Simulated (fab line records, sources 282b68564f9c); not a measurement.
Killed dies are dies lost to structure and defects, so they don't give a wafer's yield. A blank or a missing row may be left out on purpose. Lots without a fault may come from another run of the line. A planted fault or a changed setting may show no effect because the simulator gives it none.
Which tool did it? | flow rit_cmos | 6 lots, 18 wafers sampled, at 2 steps of a route of 202

WHAT THE GAUGES READ, wafer by wafer
RIT_GATE_THK_MEAS_09.
lot  | measured    | on            | GATE_POLY_THK (nm)
L583 | day 2 22:16 | film_metro-02 | 249.0 247.7 246.6
L585 | day 3 04:04 | film_metro-01 | 249.3 248.5 247.3
L587 | day 3 16:45 | film_metro-01 | 247.6 247.1 247.5
L590 | day 4 07:38 | film_metro-01 | 247.1 248.0 248.5
L602 | day 6 21:00 | film_metro-02 | 248.3 250.5 249.5
L604 | day 7 05:07 | film_metro-02 | 247.8 248.1 250.7

WHICH TOOL RAN EACH LOT (tool, then ch and the chambers of the sampled wafers, then the start)
lot  | RIT_GATE_CVD_08
L583 | lpcvd-01 ch 1, day 2 20:38
L585 | lpcvd-01 ch 1, day 3 02:27
L587 | lpcvd-01 ch 1, day 3 15:08
L590 | lpcvd-02 ch 1, day 4 06:01
L602 | lpcvd-02 ch 1, day 6 19:23
L604 | lpcvd-02 ch 1, day 7 03:28
- RIT_GATE_CVD_08: deposits poly-Si from SiH4, target thk 250 nm, time 2220 s.

THE ANSWER, worked out from the rows above alone
Rule: what is usual is taken from the lots themselves. Put in order of their means at a reading, lots are off if they are a third of the lots or fewer, leave a main group of 4 or more, and stand apart from it by a gap of 3 or more times the standard deviation of the main group's means; of several such gaps the widest counts. A main group whose means are all the same, to the digits that the tables above print for the reading, isn't used. A lot without any number at a reading at which 4 lots or more have one is off too. The other lots that the step has rows for count as sound.
No lot is off at any reading shown: from this, nothing can be told.

WHAT THE SIMULATOR HAD PUT IN
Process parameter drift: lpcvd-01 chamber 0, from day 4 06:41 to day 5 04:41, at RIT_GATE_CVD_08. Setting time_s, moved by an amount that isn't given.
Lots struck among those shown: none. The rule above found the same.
